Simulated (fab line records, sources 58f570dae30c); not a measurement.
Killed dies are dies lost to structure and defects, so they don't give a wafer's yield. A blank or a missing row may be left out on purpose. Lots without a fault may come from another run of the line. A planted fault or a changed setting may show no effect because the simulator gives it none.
Problem report in the 8D (eight disciplines) form, filled by code | flow berkeley_cmos170 | the parts of the form that need people (team, actions taken, sign-off) are left out

1. THE PROBLEM
spin_speed_rpm at UCB170_GATE_COAT_07 reads a mean of 1472.6 rpm on 6 wafers of 2 lots; wafers without a fault read 1499.8 rpm with a standard deviation of 0.82. That is -33 standard deviations from the usual mean.
The step: resist thk 900 nm.
First seen on wafer L965.1, day 9 01:00, on litho_track-03. The record holds 18 wafers of 6 lots with a number at this step. Rule for "out", or "out of limits": more than 4 standard deviations from the usual mean. The other wafers with a number count as sound.

2. WHAT IT IS AND WHAT IT IS NOT
question                    | is                     | is not
which readings at this step | spin_speed_rpm         | -
which lots                  | L965, L967             | L959, L961, L974, L976
which wafers of those lots  | all that have a number | -
read on which tools         | litho_track-03         | litho_track-02, litho_track-04
when                        | from day 9 01:00       | up to then (6 sound wafers); but 6 sound wafers of L974, L976 came after

3. SUSPECTS, AND WHAT RULES EACH OUT
Counting: a tool at a process step up to the reading stays a suspect if it ran every lot that is out and no sound lot after the first of them.
- plasma_asher-01 at UCB170_PVT_STRIP_08 (strips in O2): kept. It ran every lot that is out, first L965 (day 8 06:56), and no sound lot after that; its last sound lot up to then is L961 (day 7 11:07).
- litho_track-03 at UCB170_GATE_COAT_07 (resist thk 900 nm): kept. It ran every lot that is out, first L965 (day 9 01:00), and no sound lot after that; its last sound lot up to then is L961 (day 8 03:00). Its own readings are out on those wafers: spin_speed_rpm.
Left after counting: plasma_asher-01 at UCB170_PVT_STRIP_08, litho_track-03 at UCB170_GATE_COAT_07.

4. THE CAUSE (what the simulator had put in)
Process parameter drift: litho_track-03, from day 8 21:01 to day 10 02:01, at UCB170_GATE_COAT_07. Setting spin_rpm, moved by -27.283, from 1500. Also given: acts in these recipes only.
Counting left 2 suspects, and this tool is among them.

5. THE CHAIN OF EFFECTS, in route order
Each row: a reading whose mean over the struck wafers that have a number lies more than 3 standard deviations from the usual. Only readings for which the record gives a usual standard deviation are gone through. hours: the time from each lot's start at the first step in this table that gives one to its start at this step, as a median over the lots. sigmas: the change in usual standard deviations.
hours | step                | reading        | usual      | on struck wafers | change | sigmas
0     | UCB170_GATE_COAT_07 | spin_speed_rpm | 1499.8 rpm | 1472.6           | -27.2  | -33
The process steps in it:
- UCB170_GATE_COAT_07: resist thk 900 nm.
Later measuring or inspecting steps at which every struck wafer that the step has a row for has a number for every such reading, and none has moved that far: UCB170_GATE_CD_MEAS_12, UCB170_GATE_OVL_MEAS_13.

6. WHAT WOULD HAVE CAUGHT IT SOONER
In this record the first reading out of limits was taken at day 9 01:00, 4 hours after the fault began at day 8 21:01.
